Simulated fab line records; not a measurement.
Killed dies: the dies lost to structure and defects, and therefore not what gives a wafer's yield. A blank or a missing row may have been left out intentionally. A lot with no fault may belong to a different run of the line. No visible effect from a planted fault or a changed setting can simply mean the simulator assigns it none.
A struck lot beside a sound one    flow ritCmos    43 out of 202 route steps
Sound: wafers L618.1, L618.2, L618.3. Wafers struck: L624.2, L624.3, L624.4. The cause comes at the end.
At each step with rows: each side's tool, then ch and its chambers, then its first start. Under that, the readings that differ: sound wafers    struck wafers    difference of the means    sigmas: that difference in standard deviations of wafers without a fault.
alike: same words and numbers on both sides, and readings whose means sit less than 2 such deviations apart. not compared: any withheld reading, any reading some wafer has no value for, any bound like >300 that may hide the same value, and any number with overlapping values for which the record gives no deviation.
A row with sigmas, a row that says differs or no value, or rows on one side alone: a step with any of these is where the two part. Numbers that have no deviation but don't overlap get no sigmas and don't part them. Lack of a reading on every wafer of one side parts them only where that side has two or more wafers.

first, 1 step without rows for these wafers: RIT_NSD_IMPLANT_08.
RIT_NSD_STRIP_09: strips in O2, time 180 s.
  sound on plasmaAsher-04 ch 0,1, day 4 22:50; struck on plasmaAsher-02 ch 0,1, day 6 01:22
  alike: drypumpMotorCurrentA, rfReflPowerW
  not compared: rfHoursCounterH
RIT_NSD_TW_MEAS_10:
  sound on filmMetro-01 at day 4 23:01; struck on filmMetro-02 at day 6 01:32
  alike: NSD_TW
then, 6 steps without rows for these wafers: RIT_PSD_HMDS_00 (prime time 60 s); RIT_PSD_COAT_01 (resist thk 1000 nm); RIT_PSD_SOFTBAKE_02 (time 60 s); RIT_PSD_EXPOSE_03 (exposes mask M10, target cd 40900 nm); RIT_PSD_PEB_04; RIT_PSD_DEVELOP_05 (develop time 50 s).
RIT_PSD_OVL_MEAS_06:
  sound on overlay-01 at day 4 23:58; struck on overlay-01 at day 6 02:40
  alike: PSD_OVL
then, 2 steps without rows for these wafers: RIT_PSD_HARDBAKE_07 (time 60 s); RIT_PSD_IMPLANT_08.
RIT_PSD_STRIP_09: strips in O2, time 180 s.
  sound on plasmaAsher-01 ch 0,1, day 5 00:18; struck on plasmaAsher-01 ch 0,1, day 6 02:59
  alike: drypumpMotorCurrentA, rfReflPowerW
  not compared: rfHoursCounterH
RIT_PSD_TW_MEAS_10:
  sound on filmMetro-01 at day 5 00:28; struck on filmMetro-01 at day 6 03:10
  alike: PSD_TW
then, 4 steps without rows for these wafers: RIT_SDANNEAL_CLEAN_00 (cleans in SC1, time 600 s); RIT_SDANNEAL_CLEAN_01 (cleans in dHF, time 30 s); RIT_SDANNEAL_CLEAN_02 (cleans in SC2, time 600 s); RIT_SDANNEAL_RTA_03 (time 5 s).
RIT_SDANNEAL_RS_MEAS_04: the measuring method here is four-point-probe.
  sound on filmMetro-02 at day 5 00:58; struck on filmMetro-03 at day 6 03:40
  alike: PSD_RS
RIT_SDANNEAL_RS_MEAS_05: the measuring method here is four-point-probe.
  sound on filmMetro-02 at day 5 01:05; struck on filmMetro-03 at day 6 03:47
reading          sound           struck          difference  sigmas
NSD_RS (ohm/sq)  85.0 85.2 85.1  84.7 84.4 84.1  -0.7        -2
RIT_SDANNEAL_RS_MEAS_06: the measuring method here is four-point-probe.
  sound on filmMetro-02 at day 5 01:12; struck on filmMetro-03 at day 6 03:55
  alike: PLDD_RS
RIT_SDANNEAL_RS_MEAS_07: the measuring method here is four-point-probe.
  sound on filmMetro-02 at day 5 01:19; struck on filmMetro-03 at day 6 04:02
reading           sound              struck             difference  sigmas
NLDD_RS (ohm/sq)  151.6 150.8 151.9  153.2 152.7 153.2  +1.6        +3
then, 1 step without rows for these wafers: RIT_SILICIDE_WET_ETCH_00 (etches SiO2 in BOE, target depth 14 nm, time 15 s).
RIT_SILICIDE_SPUTTER_01: material Ti, target thk 30 nm, time 240 s.
  sound on pvdSputter-04 at day 5 01:27; struck on pvdSputter-04 at day 6 04:09
  alike: throttleValvePct
RIT_SILICIDE_RS_MEAS_02: the measuring method here is four-point-probe.
  sound on filmMetro-01 at day 5 01:36; struck on filmMetro-04 at day 6 04:19
  alike: SILICIDE_TI_RS
RIT_SILICIDE_THK_MEAS_03: measures by xrf.
  sound on filmMetro-01 at day 5 01:43; struck on filmMetro-04 at day 6 04:26
  alike: SILICIDE_TI_THK
RIT_SILICIDE_RTA_04: time 10 s, ramp up 5 s, ramp down 5 s.
  sound on rtpAnneal-02 ch 0, day 5 01:47; struck on rtpAnneal-02 ch 0, day 6 04:29
  alike: wafer_temp_C_max
then, 1 step without rows for these wafers: RIT_SILICIDE_WET_ETCH_05 (etches Ti in SPM, time 120 s).
RIT_SILICIDE_RTA_06: time 10 s, ramp up 5 s, ramp down 10 s.
  sound on rtpAnneal-01 ch 0, day 5 01:53; struck on rtpAnneal-01 ch 0, day 6 04:36
  alike: wafer_temp_C_max
then, 1 step without rows for these wafers: RIT_CONTACT_CVD_00 (deposits SiO2 from TEOS, target thk 400 nm, time 61 s).
RIT_CONTACT_THK_MEAS_01:
  sound on filmMetro-04 at day 5 02:01; struck on filmMetro-02 at day 6 04:43
  alike: CONTACT_TEOS_THK
then, 6 steps without rows for these wafers: RIT_CONTACT_HMDS_02 (prime time 60 s); RIT_CONTACT_COAT_03 (resist thk 1000 nm); RIT_CONTACT_SOFTBAKE_04 (time 60 s); RIT_CONTACT_EXPOSE_05 (exposes mask M11, target cd 1000 nm); RIT_CONTACT_PEB_06; RIT_CONTACT_DEVELOP_07 (develop time 125.5 s).
RIT_CONTACT_CD_MEAS_08: the cd target is 1000 nm.
  sound on cdSem-01 at day 5 03:02; struck on cdSem-01 at day 6 05:58
  alike: cdNm
RIT_CONTACT_OVL_MEAS_09:
  sound on overlay-02 at day 5 03:09; struck on overlay-01 at day 6 06:04
  alike: CONTACT_OVL
then, 1 step without rows for these wafers: RIT_CONTACT_HARDBAKE_10 (time 60 s).
RIT_CONTACT_ETCH_11: etches SiO2 in CHF3/CF4/Ar, stops on TiSi2, target depth 480 nm, time 320 s.
  sound on rieDiel-03 ch 0,1,3, day 5 03:20; struck on rieDiel-03 ch 0,1,3, day 6 06:21
  alike: drypumpMotorCurrentA, oesProductAu, throttleValvePct
  not compared: rfHoursCounterH
then, 1 step without rows for these wafers: RIT_CONTACT_STRIP_12 (strips in O2, time 180 s).
RIT_M1_PROBE_99:
  sound on prober-01 at day 5 08:11; struck on prober-01 at day 6 11:27
reading           sound  struck    difference  sigmas
killedAtFrontEnd  8 6 1  28 26 36  +25         +9
killedDies        9 6 1  28 26 36  +25         +9
killedOnRim       4 1 0  8 12 10   +8          +6
  alike: killed_at_M0_to_M3, killedAtContacts, killedOpen, killedShort

## WHERE THEY PART
Last at RIT_M1_PROBE_99 as far as this record goes, first at RIT_SDANNEAL_RS_MEAS_05.

WHY: the cause the simulator had injected
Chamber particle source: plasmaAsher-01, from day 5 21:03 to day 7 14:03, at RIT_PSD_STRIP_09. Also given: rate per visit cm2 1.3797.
